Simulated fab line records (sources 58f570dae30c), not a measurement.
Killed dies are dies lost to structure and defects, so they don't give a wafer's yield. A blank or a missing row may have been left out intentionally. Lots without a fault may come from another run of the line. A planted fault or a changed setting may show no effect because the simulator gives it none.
A lot that was struck, set against a sound lot	flow berkeleyCmos170	14 out of 331 route steps
Sound: wafers L622.1, L622.2, L622.4. Wafers L624.4, L624.5, L624.6 were the ones struck. The cause is named last.
At each step with rows: each side's tool, then ch and its chambers, then its first start. Under that, the readings that differ: sound wafers	struck wafers	difference of the means	sigmas: that difference in standard deviations of wafers without a fault.
alike: words and numbers the same on both sides, and readings whose means are apart by under 2 such deviations; not compared: readings that were withheld, readings missing a value for some wafer, numbers with overlapping values and no deviation given by the record, and bounds like >300 which may hide the same value.
Wherever a step has rows on one side only, a row that says differs or no value, or a row with sigmas, the two part there. When numbers do not overlap yet have no deviation, they are printed without sigmas and do not part them. Lack of a reading on every wafer of one side parts them only where that side has two or more wafers.

first, 2 steps without rows for these wafers: UCB170_ACTIVE_PEB_11; UCB170_ACTIVE_DEVELOP_12 (develop time 45 s).
UCB170_ACTIVE_CD_MEAS_13: the cd target is 1200 nm.
  struck on cdSem-02, day 6 06:12; sound on cdSem-01, day 5 18:45
  alike: cdNm
UCB170_ACTIVE_OVL_MEAS_14:
  struck on overlay-01, day 6 06:16; sound on overlay-02, day 5 18:52
  alike: ACTIVE_OVL
UCB170_ACTIVE_ETCH_15: etches Si3N4 in CH3F/Ar/O2, stops on SiO2, target depth 242 nm, time 151 s.
  sound on rieDiel-03 ch 0,3, day 5 18:55; struck on rieDiel-04 ch 1,2,3, day 6 06:17
  alike: drypumpMotorCurrentA, oesProductAu, throttleValvePct
  not compared: rfHoursCounterH
UCB170_ACTIVE_STRIP_16: strips in O2.
  sound on plasmaAsher-02 ch 0,1, day 5 19:01; struck on plasmaAsher-03 ch 0,1, day 6 06:25
  alike: drypumpMotorCurrentA, o2FlowSccm, oesProductAu, stripTimeToEndpointS
  not compared: rfHoursCounterH
UCB170_ACTIVE_CD_MEAS_90: the cd target is 1200 nm.
  struck on cdSem-01, day 6 06:33; sound on cdSem-02, day 5 19:07
  alike: cdNm
then, 5 steps without rows for these wafers: UCB170_ACTIVE_CLEAN_17 (cleans in SPM, time 600 s); UCB170_PFIELD_HMDS_00 (prime time 60 s); UCB170_PFIELD_COAT_01 (resist thk 900 nm); UCB170_PFIELD_SOFTBAKE_02 (time 60 s); UCB170_PFIELD_EXPOSE_03 (exposes mask PFIELD, target cd 1500 nm).
UCB170_PFIELD_PEB_04:
  sound on lithoTrack-02 ch 0, day 5 22:06; struck on lithoTrack-01, day 6 08:02
  no value came back on the struck wafers for chillPlateTempC (C), exhaustPa (Pa); on the sound wafers chillPlateTempC (C) reads 23.09 23.13 23.16
then, 1 step without rows for these wafers: UCB170_PFIELD_DEVELOP_05 (develop time 45 s).

WHERE THEY PART
Only at UCB170_PFIELD_PEB_04, as far as this record shows.

WHY: what the simulator had put in
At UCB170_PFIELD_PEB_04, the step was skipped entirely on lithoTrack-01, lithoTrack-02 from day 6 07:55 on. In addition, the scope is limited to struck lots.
